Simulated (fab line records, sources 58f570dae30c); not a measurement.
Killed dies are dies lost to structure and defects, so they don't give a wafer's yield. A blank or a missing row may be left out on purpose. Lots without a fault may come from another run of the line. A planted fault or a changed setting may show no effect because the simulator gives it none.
Which tool did it? | flow berkeley_cmos170 | 7 lots, 21 wafers sampled, at 3 steps of a route of 331

WHAT THE GAUGES READ, wafer by wafer
UCB170_PWELL_TW_MEAS_17.
lot  | measured    | on            | PWELL_TW
L790 | day 3 08:54 | film_metro-03 | 380.5 379.8 380.1
L792 | day 3 12:16 | film_metro-03 | 380.1 378.5 380.6
L797 | day 4 18:23 | film_metro-03 | 382.4 383.8 381.9
L801 | day 6 03:08 | film_metro-04 | 377.6 375.1 375.9
L803 | day 6 03:07 | film_metro-02 | 383.2 381.5 383.8
L806 | day 6 14:41 | film_metro-04 | 375.7 376.0 377.4
L811 | day 7 14:13 | film_metro-03 | 378.9 379.9 378.3

WHICH TOOL RAN EACH LOT (tool, then ch and the chambers of the sampled wafers, then the start)
lot  | UCB170_ZERO_ETCH_06               | UCB170_PWELL_IMPLANT_15
L790 | rie_diel-02 ch 0,2,3, day 2 02:58 | implanter-03 ch 0, day 3 08:39
L792 | rie_diel-01 ch 0,1,3, day 2 09:04 | implanter-01 ch 0, day 3 12:01
L797 | rie_diel-01 ch 0,1,3, day 3 10:19 | implanter-01 ch 0, day 4 18:09
L801 | rie_diel-01 ch 0,1,3, day 4 13:05 | implanter-04 ch 0, day 6 02:53
L803 | rie_diel-01 ch 0,1,2, day 4 18:43 | implanter-03 ch 0, day 6 02:52
L806 | rie_diel-01 ch 1,2,3, day 5 07:49 | implanter-03 ch 0, day 6 14:26
L811 | rie_diel-01 ch 1,2,3, day 6 10:14 | implanter-04 ch 0, day 7 13:59
- UCB170_ZERO_ETCH_06: etches SiO2 in CHF3/CF4/Ar, time 12 s.
- UCB170_PWELL_IMPLANT_15

THE ANSWER, worked out from the rows above alone
Rule: what is usual is taken from the lots themselves. Put in order of their means at a reading, lots are off if they are a third of the lots or fewer, leave a main group of 4 or more, and stand apart from it by a gap of 3 or more times the standard deviation of the main group's means; of several such gaps the widest counts. A main group whose means are all the same, to the digits that the tables above print for the reading, isn't used. A lot without any number at a reading at which 4 lots or more have one is off too. The other lots that the step has rows for count as sound.
No lot is off at any reading shown: from this, nothing can be told.

WHAT THE SIMULATOR HAD PUT IN
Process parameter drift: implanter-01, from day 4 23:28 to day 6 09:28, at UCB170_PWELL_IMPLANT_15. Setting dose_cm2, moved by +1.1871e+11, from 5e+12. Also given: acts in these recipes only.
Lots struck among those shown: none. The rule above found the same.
